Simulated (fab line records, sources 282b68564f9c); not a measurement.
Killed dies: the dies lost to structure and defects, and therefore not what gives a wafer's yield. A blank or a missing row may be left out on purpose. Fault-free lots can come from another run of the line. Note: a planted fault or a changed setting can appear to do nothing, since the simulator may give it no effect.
Which tool was responsible? | flow ritCmos | 14 lots, 42 wafers sampled, at 2 steps of a route of 202

WHAT THE GAUGES READ, wafer by wafer
RIT_FOX1_THK_MEAS_01.
lot  | measured    | on           | FOX1_OXIDE_THK (nm)
L367 | day 1 18:46 | filmMetro-02 | 353 353 362
L368 | day 1 22:25 | filmMetro-03 | 360 356 358
L369 | day 2 04:45 | filmMetro-02 | 359 358 353
L370 | day 2 09:41 | filmMetro-02 | 342 346 346
L371 | day 2 14:26 | filmMetro-04 | 355 343 349
L372 | day 2 19:07 | filmMetro-03 | 356 352 355
L373 | day 2 23:24 | filmMetro-02 | 352 354 350
L375 | day 3 13:53 | filmMetro-02 | 347 344 351
L378 | day 4 02:38 | filmMetro-04 | 320 322 326
L380 | day 4 12:53 | filmMetro-03 | 353 356 356
L382 | day 4 23:08 | filmMetro-04 | 321 320 323
L383 | day 5 05:03 | filmMetro-03 | 344 355 344
L385 | day 5 14:28 | filmMetro-02 | 352 350 349
L390 | day 6 12:48 | filmMetro-04 | 358 356 353

WHAT TOOL EACH LOT RAN ON (gives the tool, then ch and the chambers of the sampled wafers, and finally the start)
lot  | RIT_FOX1_OXIDATION_00
L367 | furnace-03 ch 0, day 1 17:26
L368 | furnace-03 ch 0, day 1 21:06
L369 | furnace-01 ch 0, day 2 03:25
L370 | furnace-04 ch 0, day 2 08:22
L371 | furnace-01 ch 0, day 2 13:07
L372 | furnace-03 ch 0, day 2 17:48
L373 | furnace-01 ch 0, day 2 22:05
L375 | furnace-03 ch 0, day 3 12:34
L378 | furnace-01 ch 0, day 4 01:18
L380 | furnace-03 ch 0, day 4 11:34
L382 | furnace-01 ch 0, day 4 21:49
L383 | furnace-03 ch 0, day 5 03:44
L385 | furnace-03 ch 0, day 5 13:08
L390 | furnace-04 ch 0, day 6 11:28
- RIT_FOX1_OXIDATION_00: target thk 350.7 nm, ox time 1130 s.

AS READ BY THE TOOLS THEMSELVES (means over the sampled wafers that have a number; for cases with no such wafer, the mark the record gives instead)
RIT_FOX1_OXIDATION_00.
lot  | tool       | spikeTcCentreC (C) | spikeTcLoadC (C) | spikeTcSourceC (C) | tubeCenterTempC (C) | tube_center_temp_C_max | zonePowerLoadPct (%)
L367 | furnace-03 | 1102.6             | 1129.6           | 1125.9             | 1100                | 1102.8                 | 54
L368 | furnace-03 | 1101.5             | 1129.1           | 1124.8             | 1100                | 1103.0                 | 53
L369 | furnace-01 | 1102.8             | 1122.9           | 1127.9             | 1100                | 1102.6                 | 42
L370 | furnace-04 | 1102.3             | 1125.2           | 1128.6             | 1100                | 1102.6                 | 40
L371 | furnace-01 | 1102.7             | 1124.7           | 1128.8             | 1100                | 1103.5                 | 42
L372 | furnace-03 | 1103.5             | 1128.9           | 1126.0             | 1100                | 1102.5                 | 54
L373 | furnace-01 | 1103.3             | 1122.6           | 1129.0             | 1100                | 1102.5                 | 42
L375 | furnace-03 | 1102.9             | 1129.0           | 1125.7             | 1100                | 1102.6                 | 54
L378 | furnace-01 | 1089.6             | 1107.5           | 1112.7             | 1085                | 1087.5                 | 41
L380 | furnace-03 | 1102.7             | 1128.7           | 1125.6             | 1100                | 1102.9                 | 54
L382 | furnace-01 | 1089.0             | 1107.9           | 1112.7             | 1085                | 1088.3                 | 40
L383 | furnace-03 | 1103.1             | 1130.0           | 1126.1             | 1100                | 1103.3                 | 53
L385 | furnace-03 | 1102.2             | 1129.7           | 1126.6             | 1100                | 1102.5                 | 53
L390 | furnace-04 | 1101.9             | 1125.1           | 1128.2             | 1100                | 1103.0                 | 39

THE ANSWER, worked out from the rows above alone
Rule: what is usual is taken from the lots themselves. The widest of any qualifying gaps counts: lots, ordered by their means at a reading, are off when they make up no more than a third of the lots, leave a main group of 4 or more, and stand apart from it by 3 or more times the standard deviation of that group's means. A main group is skipped when, at the precision printed for the reading in the tables above, its means are all equal. A lot without any number at a reading at which 4 lots or more have one is off too. The other lots that the step has rows for count as sound. Order of review: gauges by route order, followed by the tools' own readings, for which a lot's mean as printed above is used. At the first step where some lot is off, the reading lying furthest off is the one used; lots without a number count as furthest.
Off: at RIT_FOX1_THK_MEAS_01 (FOX1_OXIDE_THK), L378, L382. The main group: mean 352 nm, standard deviation 4.2.
A tool fits if, at a process step before that reading, it ran every lot that is off, and no sound lot after the first of them. The gauges at RIT_FOX1_THK_MEAS_01 aren't tried: what is off there is off at RIT_FOX1_OXIDATION_00 too, on other tools, and a gauge's error can't cause that. One candidate fits, namely furnace-01 at RIT_FOX1_OXIDATION_00. Its last sound lot is L373 (day 2 22:05), its first lot that is off L378 (day 4 01:18): a fault that began between those two fits.
The tool's own readings at RIT_FOX1_OXIDATION_00 bear it out: on the lots that are off they differ by more than 5 times the standard deviation of the sound lots' means. spikeTcCentreC reads 1089.3 C there against 1102.6 C on the sound lots; spikeTcLoadC reads 1107.7 C there against 1127.1 C on the sound lots; spikeTcSourceC reads 1112.7 C there against 1126.9 C on the sound lots; tubeCenterTempC reads 1085 C there against 1100 C on the sound lots; tube_center_temp_C_max reads 1087.9 there against 1102.8 on the sound lots.

WHAT THE SIMULATOR HAD PUT IN
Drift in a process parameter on furnace-01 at RIT_FOX1_OXIDATION_00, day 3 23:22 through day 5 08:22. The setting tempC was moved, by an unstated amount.
Lots struck among those shown: L378, L382. Same finding as the rule above.
